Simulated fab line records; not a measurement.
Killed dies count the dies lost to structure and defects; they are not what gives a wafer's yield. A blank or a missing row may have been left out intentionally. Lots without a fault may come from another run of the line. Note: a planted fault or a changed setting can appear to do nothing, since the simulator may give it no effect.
fab line records -- flow rit-cmos
record: lots: 6, wafers: 18, last-day: 7
route steps=202 shown REOX@99 NLDD@103 PLDD@115 SPACER@125 NSD@131 M1@202
lots that met no fault: from a run of the same line without faults
start-h: hours from the record's first day to the start of the lot's first wafer shown -- wait-h: hours since the lot's step before -- " as in the row above -- L1.1+2: a single row standing in for several wafers -- - no value present, or no start provided -- * or withheld: withheld -- < > ~ a bound
route shown NAME@n: NAME is a module with steps in the file, n the number in the route of the first one -- usual: mean and standard deviation over wafers with no fault -- same: alike in all rows -- chamber/n: place in a boat -- sites: the reading at each site -- _std_site: their standard deviation -- _edge_site: the outer-site mean with the inner-site mean subtracted -- radius-mm: how far each site lies from the wafer's centre -- mask NAME#n: copy n -- behind: tool/chamber where the wafer was last shaped -- hold: why the lot went on hold/how many hours it stayed there/how the hold came to an end -- device: names the non-switching transistor (n, p or np) -- end of line: at the end of the route, the tests of the same wafers -- for a step that has no rows: nothing shown but its recipe -- killed: dies that structure and defects cost at the first sort, which is not the same as the wafer's yield -- map: a wafer's dies, marking killed ones x, the rest . and places with no die _
set.NAME: setting as actually run; set.NAME@STEP: the setting as run at that earlier step -- model.NAME: the simulator's own value behind a step, which no gauge read
lots at some steps of the route; a table a step, a row a wafer
services: when a tool's chamber went out of use (start-h, in hours from the record's first day, below 0 if earlier), for how many hours, and the reason
== steps ==
step: RIT_REOX_CLEAN_01
recipe: chemistry: dHF, dilution: 50:1, time-s: 30
step: RIT_REOX_CLEAN_02
recipe: chemistry: SC2, mix: 3:3:50, time-s: 600, temp-c: 75, dry: n2-spin
step: RIT_REOX_OXIDATION_03
recipe: temp-c: 900, ambient: O2, target-thk-a: 252, ox-time-s: 5580
step: RIT_REOX_THK_MEAS_04
recipe: reads: SiO2_of_REOX_OXIDATION_03
usual: REOX_OXIDE_THK: 24.8/0.57
lot.wafer,tool,chamber,start-h,wait-h,REOX_OXIDE_THK[nm]
L274.3,film-metro-03,-,69.63,0.0,25.3
L274.5,film-metro-03,-,69.63,0.0,25.5
L274.6,film-metro-03,-,69.63,0.0,25.1
L279.3,film-metro-04,-,94.62,0.0,24.5
L279.5,film-metro-04,-,94.62,0.0,24.3
L279.6,film-metro-04,-,94.62,0.0,24.8
L283.2,film-metro-03,-,114.61,0.0,24.7
L283.4,film-metro-03,-,114.61,0.0,25.4
L283.5,film-metro-03,-,114.61,0.0,24.6
L285.1,film-metro-04,-,124.60,0.0,24.5
L285.2,film-metro-04,-,124.60,0.0,24.9
L285.4,film-metro-04,-,124.60,0.0,25.0
L286.2,film-metro-02,-,126.41,0.0,25.0
L286.4,film-metro-02,-,126.41,0.0,25.1
L286.5,film-metro-02,-,126.41,0.0,25.1
L291.1,film-metro-03,-,153.62,0.0,25.2
L291.2,film-metro-03,-,153.62,0.0,25.2
L291.3,film-metro-03,-,153.62,0.0,25.0
step: RIT_NLDD_HMDS_00
recipe: prime-time-s: 60, prime-temp-c: 140
step: RIT_NLDD_COAT_01
recipe: resist: NOVOLAK, spin-rpm: 3250, resist-thk-nm: 1000
step: RIT_NLDD_SOFTBAKE_02
recipe: resist: NOVOLAK, temp-c: 90, time-s: 60
step: RIT_NLDD_EXPOSE_03
recipe: mask-id: M7, na: 0.57, target-cd-nm: 40700, dose-mj: 250
step: RIT_NLDD_PEB_04
recipe: resist: NOVOLAK, temp-c: withheld, time-s: withheld
step: RIT_NLDD_DEVELOP_05
recipe: resist: NOVOLAK, develop-time-s: 50, dev-temp-c: 23
step: RIT_NLDD_OVL_MEAS_06
usual: NLDD_OVL: 0.1/1.4
lot.wafer,tool,chamber,start-h,wait-h,NLDD_OVL[nm]
L274.3,overlay-01,-,70.65,-,-0.4
L274.5,overlay-01,-,70.65,-,-0.7
L274.6,overlay-01,-,70.65,-,-3.0
L279.3,overlay-02,-,95.65,-,0.4
L279.5,overlay-02,-,95.65,-,1.8
L279.6,overlay-02,-,95.65,-,1.3
L283.2,overlay-02,-,115.64,-,1.1
L283.4,overlay-02,-,115.64,-,0.7
L283.5,overlay-02,-,115.64,-,1.6
L285.1,overlay-02,-,125.64,-,0.6
L285.2,overlay-02,-,125.64,-,0.0
L285.4,overlay-02,-,125.64,-,2.5
L286.2,overlay-01,-,127.46,-,-3.4
L286.4,overlay-01,-,127.46,-,-1.3
L286.5,overlay-01,-,127.46,-,-2.0
L291.1,overlay-02,-,154.73,-,0.7
L291.2,overlay-02,-,154.73,-,-0.8
L291.3,overlay-02,-,154.73,-,-0.1
step: RIT_NLDD_HARDBAKE_07
recipe: resist: NOVOLAK, temp-c: 140, time-s: 60
step: RIT_NLDD_IMPLANT_08
recipe: species: P, energy-kev: 20, dose-cm2: 5e+14, tilt-deg: 7
usual: beam-on-s: 10.01/0.2, faraday-current-uA: 1571/32, tilt-deg: 6.999/0.019
lot.wafer,tool,chamber,start-h,wait-h,beam-on-s,faraday-current-uA,tilt-deg
L274.3,implanter-02,0,70.88,0.1,10.20,1541,7.010
L274.5,implanter-02,0,70.88,0.1,10.19,1541,7.015
L274.6,implanter-02,0,70.88,0.1,9.86,1600,7.023
L279.3,implanter-04,0,95.87,0.1,9.95,1586,7.018
L279.5,implanter-04,0,95.87,0.1,10.19,1550,7.006
L279.6,implanter-04,0,95.87,0.1,9.98,1572,7.016
L283.2,implanter-04,0,115.85,0.1,14.13,1120,6.995
L283.4,implanter-04,0,115.85,0.1,14.03,1119,6.994
L283.5,implanter-04,0,115.85,0.1,14.54,1082,6.968
L285.1,implanter-02,0,125.83,0.1,9.94,1581,7.008
L285.2,implanter-02,0,125.83,0.1,10.18,1542,6.971
L285.4,implanter-02,0,125.83,0.1,10.12,1556,6.975
L286.2,implanter-04,0,127.66,0.1,14.29,1099,7.025
L286.4,implanter-04,0,127.66,0.1,13.71,1146,7.008
L286.5,implanter-04,0,127.66,0.1,14.47,1081,6.998
L291.1,implanter-01,0,154.91,0.1,10.00,1576,6.984
L291.2,implanter-01,0,154.91,0.1,10.15,1537,7.019
L291.3,implanter-01,0,154.91,0.1,10.18,1543,6.989
step: RIT_NLDD_STRIP_09
recipe: chemistry: O2, time-s: 180, resist: NOVOLAK, platen-temp-c: withheld, power-w: 500, pressure-mtorr: 4000, o2-flow-sccm: 4000
usual: drypump-motor-current-A: 6.00/0.28
lot.wafer,tool,chamber,start-h,wait-h,drypump-motor-current-A,rf-hours-counter-h
L274.3,plasma-asher-03,1,71.04,0.1,5.83,-
L274.5,plasma-asher-03,1,71.04,0.1,5.82,-
L274.6,plasma-asher-03,0,71.04,0.1,5.93,-
L279.3,plasma-asher-04,1,96.03,0.1,5.53,-
L279.5,plasma-asher-04,1,96.03,0.1,5.52,-
L279.6,plasma-asher-04,0,96.03,0.1,6.22,-
L283.2,plasma-asher-02,1,115.97,0.1,5.95,48
L283.4,plasma-asher-02,1,115.97,0.1,5.95,-
L283.5,plasma-asher-02,0,115.97,0.1,6.36,-
L285.1,plasma-asher-03,1,125.98,0.1,5.80,33
L285.2,plasma-asher-03,0,125.98,0.1,5.94,33
L285.4,plasma-asher-03,1,125.98,0.1,5.80,-
L286.2,plasma-asher-02,1,127.79,0.1,5.95,50
L286.4,plasma-asher-02,1,127.79,0.1,5.95,-
L286.5,plasma-asher-02,1,127.79,0.1,5.94,-
L291.1,plasma-asher-03,0,155.06,0.1,5.93,36
L291.2,plasma-asher-03,1,155.06,0.1,5.81,36
L291.3,plasma-asher-03,1,155.06,0.1,5.81,-
step: RIT_NLDD_TW_MEAS_10
usual: NLDD_TW: 2490/26
lot.wafer,tool,chamber,start-h,wait-h,hold,NLDD_TW
L274.3,film-metro-03,-,71.17,0.1,-,2520
L274.5,film-metro-03,-,71.17,0.1,-,2526
L274.6,film-metro-03,-,71.17,0.1,-,2526
L279.3,film-metro-01,-,96.17,0.1,-,2465
L279.5,film-metro-01,-,96.17,0.1,-,2467
L279.6,film-metro-01,-,96.17,0.1,-,2459
L283.2,film-metro-01,-,116.16,0.1,await-dispo/0.2h/release,2708
L283.4,film-metro-01,-,116.16,0.1,await-dispo/0.2h/release,2694
L283.5,film-metro-01,-,116.16,0.1,await-dispo/0.2h/release,2704
L283.2,film-metro-01,-,116.39,0.2,-,2708
L283.4,film-metro-01,-,116.39,0.2,-,2698
L283.5,film-metro-01,-,116.39,0.2,-,2697
L285.1,film-metro-01,-,126.15,0.1,-,2463
L285.2,film-metro-01,-,126.15,0.1,-,2454
L285.4,film-metro-01,-,126.15,0.1,-,2461
L286.2,film-metro-01,-,127.97,0.1,await-dispo/0.2h/release,2698
L286.4,film-metro-01,-,127.97,0.1,await-dispo/0.2h/release,2694
L286.5,film-metro-01,-,127.97,0.1,await-dispo/0.2h/release,2698
L286.2,film-metro-01,-,128.20,0.2,-,2681
L286.4,film-metro-01,-,128.20,0.2,-,2684
L286.5,film-metro-01,-,128.20,0.2,-,2699
L291.1,film-metro-03,-,155.24,0.1,-,2521
L291.2,film-metro-03,-,155.24,0.1,-,2521
L291.3,film-metro-03,-,155.24,0.1,-,2516
step: RIT_PLDD_COAT_01
recipe: resist: NOVOLAK, spin-rpm: 3250, resist-thk-nm: 1000
step: RIT_PLDD_SOFTBAKE_02
recipe: resist: NOVOLAK, temp-c: 90, time-s: 60
step: RIT_PLDD_EXPOSE_03
recipe: mask-id: M8, na: 0.57, target-cd-nm: 40900, dose-mj: 250
step: RIT_PLDD_PEB_04
recipe: resist: NOVOLAK, temp-c: withheld, time-s: withheld
step: RIT_PLDD_DEVELOP_05
recipe: resist: NOVOLAK, develop-time-s: 50, dev-temp-c: 23
step: RIT_PLDD_OVL_MEAS_06
usual: PLDD_OVL: 0.3/1.2
lot.wafer,tool,chamber,start-h,wait-h,PLDD_OVL[nm]
L274.3,overlay-01,-,72.31,-,0.7
L274.5,overlay-01,-,72.31,-,2.0
L274.6,overlay-01,-,72.31,-,0.1
L279.3,overlay-02,-,97.20,-,1.5
L279.5,overlay-02,-,97.20,-,0.9
L279.6,overlay-02,-,97.20,-,1.0
L283.2,overlay-02,-,124.45,-,-2.0
L283.4,overlay-02,-,124.45,-,-0.5
L283.5,overlay-02,-,124.45,-,-0.8
L285.1,overlay-02,-,127.06,-,1.2
L285.2,overlay-02,-,127.06,-,0.0
L285.4,overlay-02,-,127.06,-,1.6
L286.2,overlay-02,-,131.10,-,-1.4
L286.4,overlay-02,-,131.10,-,-0.4
L286.5,overlay-02,-,131.10,-,0.1
L291.1,overlay-01,-,156.27,-,-0.1
L291.2,overlay-01,-,156.27,-,-0.1
L291.3,overlay-01,-,156.27,-,0.8
step: RIT_PLDD_HARDBAKE_07
recipe: resist: NOVOLAK, temp-c: 140, time-s: 60
step: RIT_PLDD_IMPLANT_08
recipe: species: BF2, energy-kev: 20, dose-cm2: 9e+14, tilt-deg: 7
step: RIT_PLDD_STRIP_09
recipe: chemistry: O2, time-s: 180, resist: NOVOLAK, platen-temp-c: withheld, power-w: 500, pressure-mtorr: 4000, o2-flow-sccm: 4000
usual: drypump-motor-current-A: 5.8/0.52
lot.wafer,tool,chamber,start-h,wait-h,drypump-motor-current-A,rf-hours-counter-h
L274.3,plasma-asher-02,0,72.69,0.1,6.3,-
L274.5,plasma-asher-02,0,72.69,0.1,6.3,-
L274.6,plasma-asher-02,1,72.69,0.1,5.9,-
L279.3,plasma-asher-04,1,97.58,0.1,5.5,-
L279.5,plasma-asher-04,1,97.58,0.1,5.5,-
L279.6,plasma-asher-04,0,97.58,0.1,6.2,-
L283.2,plasma-asher-02,1,125.53,0.1,6.0,49
L283.4,plasma-asher-02,1,125.53,0.1,5.9,-
L283.5,plasma-asher-02,0,125.53,0.1,6.3,-
L285.1,plasma-asher-01,1,127.40,0.1,6.3,50
L285.2,plasma-asher-01,0,127.40,0.1,5.0,50
L285.4,plasma-asher-01,0,127.40,0.1,5.0,-
L286.2,plasma-asher-02,1,131.80,0.1,5.9,50
L286.4,plasma-asher-02,0,131.80,0.1,6.3,-
L286.5,plasma-asher-02,1,131.80,0.1,5.9,-
L291.1,plasma-asher-02,1,156.61,0.1,5.9,53
L291.2,plasma-asher-02,0,156.61,0.1,6.3,53
L291.3,plasma-asher-02,1,156.61,0.1,5.9,-
step: RIT_PLDD_TW_MEAS_10
usual: PLDD_TW: 2361/18
lot.wafer,tool,chamber,start-h,wait-h,PLDD_TW
L274.3,film-metro-01,-,72.82,0.1,2347
L274.5,film-metro-01,-,72.82,0.1,2352
L274.6,film-metro-01,-,72.82,0.1,2346
L279.3,film-metro-04,-,97.72,0.1,2351
L279.5,film-metro-04,-,97.72,0.1,2361
L279.6,film-metro-04,-,97.72,0.1,2350
L283.2,film-metro-03,-,125.73,0.1,2376
L283.4,film-metro-03,-,125.73,0.1,2371
L283.5,film-metro-03,-,125.73,0.1,2375
L285.1,film-metro-04,-,127.57,0.1,2368
L285.2,film-metro-04,-,127.57,0.1,2366
L285.4,film-metro-04,-,127.57,0.1,2391
L286.2,film-metro-03,-,131.98,0.1,2372
L286.4,film-metro-03,-,131.98,0.1,2382
L286.5,film-metro-03,-,131.98,0.1,2367
L291.1,film-metro-04,-,156.78,0.1,2363
L291.2,film-metro-04,-,156.78,0.1,2359
L291.3,film-metro-04,-,156.78,0.1,2361
step: RIT_SPACER_CLEAN_00
recipe: chemistry: SC1, mix: 3:3:50, time-s: 600, temp-c: 75
step: RIT_SPACER_CLEAN_01
recipe: chemistry: dHF, dilution: 50:1, time-s: 30
step: RIT_SPACER_CLEAN_02
recipe: chemistry: SC2, mix: 3:3:50, time-s: 600, temp-c: 75, dry: n2-spin
step: RIT_SPACER_CVD_03
recipe: material: Si3N4, target-thk-nm: 250, temp-c: 810, precursor: SiH2Cl2/NH3, time-s: 3300, pressure-mtorr: 300, sih2cl2-flow-sccm: 60, nh3-flow-sccm: 150
step: RIT_SPACER_THK_MEAS_04
recipe: reads: Si3N4_of_SPACER_CVD_03
usual: SPACER_NITRIDE_THK: 248.8/2.2
lot.wafer,tool,chamber,start-h,wait-h,SPACER_NITRIDE_THK[nm]
L274.3,film-metro-01,-,75.19,0.0,248.9
L274.5,film-metro-01,-,75.19,0.0,251.0
L274.6,film-metro-01,-,75.19,0.0,249.7
L279.3,film-metro-02,-,100.06,0.0,250.0
L279.5,film-metro-02,-,100.06,0.0,249.2
L279.6,film-metro-02,-,100.06,0.0,250.1
L283.2,film-metro-02,-,128.07,0.0,247.4
L283.4,film-metro-02,-,128.07,0.0,248.3
L283.5,film-metro-02,-,128.07,0.0,248.5
L285.1,film-metro-04,-,131.09,0.0,252.3
L285.2,film-metro-04,-,131.09,0.0,252.9
L285.4,film-metro-04,-,131.09,0.0,252.0
L286.2,film-metro-04,-,134.67,0.1,245.7
L286.4,film-metro-04,-,134.67,0.1,246.6
L286.5,film-metro-04,-,134.67,0.1,247.3
L291.1,film-metro-04,-,159.13,0.0,247.9
L291.2,film-metro-04,-,159.13,0.0,247.7
L291.3,film-metro-04,-,159.13,0.0,246.9
step: RIT_SPACER_ETCHBACK_05
recipe: target-depth-a: 2500, SF6_flow_sccm: 30, CHF3_flow_sccm: 30, target: Si3N4, chemistry: SF6/CHF3, pressure-mtorr: 40, rf-w: 250, time-s: 240, stop-on: SiO2
usual: drypump-motor-current-A: 5.9/0.49, oes-product-au: 0.845/0.012, throttle-valve-pct: 10.27/0.15
lot.wafer,tool,chamber,start-h,wait-h,drypump-motor-current-A,oes-product-au,rf-hours-counter-h,throttle-valve-pct
L274.3,rie-diel-03,2,75.23,0.0,6.6,0.852,10,10.51
L274.5,rie-diel-03,0,75.23,0.0,6.0,0.817,-,10.01
L274.6,rie-diel-03,1,75.23,0.0,6.3,0.846,-,10.23
L279.3,rie-diel-04,2,100.10,0.0,6.2,0.842,109,10.38
L279.5,rie-diel-04,0,100.10,0.0,5.7,0.848,-,10.32
L279.6,rie-diel-04,3,100.10,0.0,5.8,0.840,-,10.32
L283.2,rie-diel-01,3,128.12,0.0,5.8,0.855,9,10.39
L283.4,rie-diel-01,1,128.12,0.0,5.0,0.858,56,10.23
L283.5,rie-diel-01,3,128.12,0.0,5.8,0.864,-,10.38
L285.1,rie-diel-03,0,131.15,0.1,6.0,0.823,132,10.04
L285.2,rie-diel-03,3,131.15,0.1,5.8,0.857,0,10.31
L285.4,rie-diel-03,2,131.15,0.1,6.5,0.857,11,10.50
L286.2,rie-diel-01,0,134.72,0.0,6.1,0.831,24,10.33
L286.4,rie-diel-01,2,134.72,0.0,6.5,0.835,27,10.18
L286.5,rie-diel-01,3,134.72,0.0,5.8,0.853,-,10.38
L291.1,rie-diel-04,3,159.19,0.1,5.8,0.836,1,10.32
L291.2,rie-diel-04,1,159.19,0.1,5.1,0.859,129,9.99
L291.3,rie-diel-04,0,159.19,0.1,5.7,0.850,26,10.36
step: RIT_NSD_HMDS_00
recipe: prime-time-s: 60, prime-temp-c: 140
step: RIT_NSD_COAT_01
recipe: resist: NOVOLAK, spin-rpm: 3250, resist-thk-nm: 1000
step: RIT_NSD_SOFTBAKE_02
recipe: resist: NOVOLAK, temp-c: 90, time-s: 60
step: RIT_NSD_EXPOSE_03
recipe: mask-id: M9, na: 0.57, target-cd-nm: 40700, dose-mj: 250
step: RIT_NSD_PEB_04
recipe: resist: NOVOLAK, temp-c: withheld, time-s: withheld
step: RIT_NSD_DEVELOP_05
recipe: resist: NOVOLAK, develop-time-s: 50, dev-temp-c: 23
step: RIT_NSD_OVL_MEAS_06
usual: NSD_OVL: 0.1/1.6
lot.wafer,tool,chamber,start-h,wait-h,NSD_OVL[nm]
L274.3,overlay-01,-,76.43,-,-2.7
L274.5,overlay-01,-,76.43,-,-2.3
L274.6,overlay-01,-,76.43,-,-3.2
L279.3,overlay-01,-,101.24,-,-0.8
L279.5,overlay-01,-,101.24,-,-0.2
L279.6,overlay-01,-,101.24,-,0.4
L283.2,overlay-01,-,129.18,-,1.2
L283.4,overlay-01,-,129.18,-,0.6
L283.5,overlay-01,-,129.18,-,-1.4
L285.1,overlay-02,-,132.27,-,-1.7
L285.2,overlay-02,-,132.27,-,-1.3
L285.4,overlay-02,-,132.27,-,-0.9
L286.2,overlay-01,-,136.30,-,1.8
L286.4,overlay-01,-,136.30,-,1.0
L286.5,overlay-01,-,136.30,-,-0.7
L291.1,overlay-01,-,160.37,-,-1.7
L291.2,overlay-01,-,160.37,-,-3.2
L291.3,overlay-01,-,160.37,-,-2.0
step: RIT_NSD_HARDBAKE_07
recipe: resist: NOVOLAK, temp-c: 140, time-s: 60
step: RIT_NSD_IMPLANT_08
recipe: species: P, energy-kev: 25, dose-cm2: 1e+15, tilt-deg: 7
step: RIT_NSD_STRIP_09
recipe: chemistry: O2, time-s: 180, resist: NOVOLAK, platen-temp-c: withheld, power-w: 500, pressure-mtorr: 4000, o2-flow-sccm: 4000
usual: drypump-motor-current-A: 5.9/0.41
lot.wafer,tool,chamber,start-h,wait-h,drypump-motor-current-A,rf-hours-counter-h
L274.3,plasma-asher-03,1,76.81,0.1,5.8,-
L274.5,plasma-asher-03,1,76.81,0.1,5.8,-
L274.6,plasma-asher-03,0,76.81,0.1,5.9,-
L279.3,plasma-asher-01,1,101.62,0.1,6.2,-
L279.5,plasma-asher-01,1,101.62,0.1,6.2,-
L279.6,plasma-asher-01,0,101.62,0.1,5.1,-
L283.2,plasma-asher-03,1,129.51,0.1,5.8,33
L283.4,plasma-asher-03,1,129.51,0.1,5.8,-
L283.5,plasma-asher-03,1,129.51,0.1,5.8,-
L285.1,plasma-asher-03,1,132.61,0.1,5.8,34
L285.2,plasma-asher-03,0,132.61,0.1,5.9,34
L285.4,plasma-asher-03,0,132.61,0.1,5.9,-
L286.2,plasma-asher-01,0,136.63,0.1,5.0,51
L286.4,plasma-asher-01,1,136.63,0.1,6.3,-
L286.5,plasma-asher-01,1,136.63,0.1,6.3,-
L291.1,plasma-asher-03,1,160.71,0.1,5.8,37
L291.2,plasma-asher-03,0,160.71,0.1,5.9,37
L291.3,plasma-asher-03,0,160.71,0.1,5.9,-
step: RIT_SDANNEAL_RS_MEAS_07
recipe: thk-meas-gauge: four-point-probe
usual: NLDD_RS: 151.6/0.6
lot.wafer,tool,chamber,start-h,wait-h,hold,NLDD_RS[ohm/sq]
L274.3,film-metro-01,-,79.27,0.1,-,152.0
L274.5,film-metro-01,-,79.27,0.1,-,151.8
L274.6,film-metro-01,-,79.27,0.1,-,151.6
L279.3,film-metro-04,-,104.29,0.1,-,152.4
L279.5,film-metro-04,-,104.29,0.1,-,151.4
L279.6,film-metro-04,-,104.29,0.1,-,152.1
L283.2,film-metro-01,-,133.09,0.1,await-dispo/0.2h/release,114.1
L283.4,film-metro-01,-,133.09,0.1,await-dispo/0.2h/release,113.9
L283.5,film-metro-01,-,133.09,0.1,await-dispo/0.2h/release,114.0
L283.2,film-metro-01,-,133.38,0.3,-,114.3
L283.4,film-metro-01,-,133.38,0.3,-,114.0
L283.5,film-metro-01,-,133.38,0.3,-,113.8
L285.1,film-metro-03,-,135.05,0.1,-,151.3
L285.2,film-metro-03,-,135.05,0.1,-,151.8
L285.4,film-metro-03,-,135.05,0.1,-,151.2
L286.2,film-metro-04,-,139.84,0.1,await-dispo/0.2h/release,113.4
L286.4,film-metro-04,-,139.84,0.1,await-dispo/0.2h/release,113.5
L286.5,film-metro-04,-,139.84,0.1,await-dispo/0.2h/release,113.3
L286.2,film-metro-04,-,140.12,0.3,-,113.4
L286.4,film-metro-04,-,140.12,0.3,-,113.8
L286.5,film-metro-04,-,140.12,0.3,-,113.3
L291.1,film-metro-01,-,163.27,0.1,-,151.1
L291.2,film-metro-01,-,163.27,0.1,-,151.6
L291.3,film-metro-01,-,163.27,0.1,-,151.0
step: RIT_M1_PROBE_99
usual: defect-limited-yield: 97.3/1.2, killed-at-contacts: 0.1/0.24, killed-at-front-end: 7/3.2, killed-dies: 7/3.2, killed-open: 3.6/2.1, killed-short: 3.5/2, sort_bin_3_pad_short: 0.1/0.18, sort_bin_5_function: 1.5/0.84, sort_bin_6_memory: 1.1/0.74, sort-n-pass: 257/3.2, sort-yield-pct: 97.3/1.2
same: gross-dies: 264, killed_at_M0_to_M3: 0, killed_at_M4_up: 0, killed-at-back-side: 0, killed-at-other: 0
lot.wafer,tool,chamber,start-h,wait-h,defect-limited-yield[%],killed-at-contacts,killed-at-front-end,killed-dies,killed-open,killed-short,sort_bin_3_pad_short[%],sort_bin_5_function[%],sort_bin_6_memory[%],sort-n-pass,sort-yield-pct[%]
L274.3,prober-01,-,86.39,0.2,96.2,0,10,10,4,6,0,2.3,1.5,254,96.2
L274.5,prober-01,-,86.49,0.2,98.9,0,3,3,1,2,0,0.8,0.4,261,98.9
L274.6,prober-01,-,86.54,0.2,97.7,0,6,6,2,4,0.4,0.8,1.1,258,97.7
L279.3,prober-02,-,111.38,0.2,97.7,0,6,6,3,3,0,1.5,0.8,258,97.7
L279.5,prober-02,-,111.48,0.2,97.0,0,8,8,4,4,0,1.1,1.9,256,97.0
L279.6,prober-02,-,111.53,0.2,96.6,0,9,9,1,8,0,1.5,1.9,255,96.6
L285.1,prober-02,-,142.41,0.1,98.5,0,4,4,1,3,0,1.5,0,260,98.5
L285.2,prober-02,-,142.46,0.1,98.1,0,5,5,4,1,0,0.8,1.1,259,98.1
L285.4,prober-02,-,142.56,0.2,96.2,1,9,10,6,4,0.8,1.5,1.5,254,96.2
L291.1,prober-02,-,170.40,0.1,95.8,1,10,11,3,8,0.4,2.7,1.1,253,95.8
L291.2,prober-02,-,170.45,0.1,97.0,0,8,8,2,6,0.4,1.9,0.8,256,97.0
L291.3,prober-02,-,170.50,0.2,96.6,0,9,9,5,4,0,2.3,1.1,255,96.6
killed by level:class
L274.3 GATE:geometric-particle:short=4 GATE:geometric-particle:open=2 FOX1:geometric-particle:open=1 REOX:geometric-particle:short=1 SPACER:geometric-particle:short=1 SPACER:geometric-particle:open=1
L274.5 GATE:geometric-particle:short=2 FOX1:geometric-particle:open=1
L274.6 GATE:geometric-particle:open=2 FOX2:geometric-particle:short=1 GATE:geometric-particle:short=1 REOX:geometric-particle:short=1 SPACER:geometric-particle:short=1
L279.3 SILICIDE:geometric-particle:open=2 FOX2:geometric-particle:short=1 GATE:geometric-particle:open=1 GATE:geometric-particle:short=1 SILICIDE:geometric-particle:short=1
L279.5 GATE:geometric-particle:open=4 GATE:geometric-particle:short=2 FOX1:geometric-particle:short=1 FOX2:geometric-particle:short=1
L279.6 GATE:geometric-particle:short=3 SPACER:geometric-particle:short=2 FOX1:geometric-particle:short=1 GATE:geometric-particle:open=1 REOX:geometric-particle:short=1 SILICIDE:geometric-particle:short=1
L285.1 SPACER:geometric-particle:short=2 GATE:geometric-particle:short=1 GATE:geometric-particle:open=1
L285.2 GATE:geometric-particle:open=3 FOX2:geometric-particle:open=1 SILICIDE:geometric-particle:short=1
L285.4 GATE:geometric-particle:open=4 GATE:geometric-particle:short=1 REOX:geometric-particle:open=1 SPACER:geometric-particle:open=1 SPACER:geometric-particle:short=1 SILICIDE:geometric-particle:short=1 CONTACT:geometric-particle:short=1
L291.1 FOX1:geometric-particle:short=3 GATE:geometric-particle:short=2 FOX1:geometric-particle:open=1 FOX2:geometric-particle:open=1 FOX2:geometric-particle:short=1 SILICIDE:geometric-particle:open=1 SILICIDE:geometric-particle:short=1 CONTACT:geometric-particle:short=1
L291.2 GATE:geometric-particle:short=3 FOX2:geometric-particle:open=1 FOX2:geometric-particle:short=1 GATE:geometric-particle:open=1 REOX:geometric-particle:short=1 SPACER:geometric-particle:short=1
L291.3 GATE:geometric-particle:short=3 FOX2:geometric-particle:open=2 FOX1:geometric-particle:short=1 FOX1:geometric-particle:open=1 GATE:geometric-particle:open=1 SILICIDE:geometric-particle:open=1
== services ==
tool,chamber,start-h,hours,kind
implanter-02,-,49.08,4.7,repair
rie-diel-04,2,55.60,5.4,repair
rie-diel-04,3,62.73,-,clean
rie-diel-04,3,62.73,14.3,scheduled-down
rie-diel-04,3,62.73,14.3,vent-cycle
implanter-02,-,76.74,31.7,pm
rie-diel-03,3,97.30,-,clean
rie-diel-03,3,97.30,18.0,scheduled-down
rie-diel-03,3,97.30,18.0,vent-cycle
plasma-asher-04,-,108.75,9.0,pm
plasma-asher-04,0,108.75,9.0,vent-cycle
plasma-asher-04,1,108.75,9.0,vent-cycle
plasma-asher-03,-,109.64,4.5,repair
rie-diel-03,-,115.02,1.0,repair
plasma-asher-04,0,117.75,-,clean
plasma-asher-04,1,117.75,-,clean
implanter-01,-,121.60,10.1,repair
implanter-04,-,122.77,2.6,repair
plasma-asher-04,-,135.38,1.3,repair
plasma-asher-04,-,138.57,1.2,repair
rie-diel-01,-,147.83,2.8,pm
== key ==
first-sign: step: RIT_NLDD_IMPLANT_08, reading: beam-on-s, direction: up, sigmas: 21, usual: 10.01, struck: 14.20
effect: step: RIT_NLDD_IMPLANT_08, reading: faraday-current-uA, direction: down, sigmas: 15, usual: 1571, struck: 1108
effect: step: RIT_NLDD_TW_MEAS_10, reading: visit, direction: added
effect: step: RIT_NLDD_TW_MEAS_10, reading: NLDD_TW, direction: up, sigmas: 8.1, usual: 2490, struck: 2699
effect: step: RIT_SDANNEAL_RS_MEAS_07, reading: NLDD_RS, direction: down, sigmas: 63, usual: 151.6, struck: 113.7
met-at RIT_NLDD_IMPLANT_08
struck-wafers L283.2,L283.4,L283.5,L286.2,L286.4,L286.5
scrapped-behind RIT_SDANNEAL_RS_MEAS_07 L283.2,L283.4,L283.5,L286.2,L286.4,L286.5
onset-between 95.87 115.85
fault: kind: process-parameter-drift, tool: implanter-04, chamber: -, onset-h: 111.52, steps: RIT_NLDD_IMPLANT_08, channel: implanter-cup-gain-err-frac, offset: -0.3, shape: step, end-h: 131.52
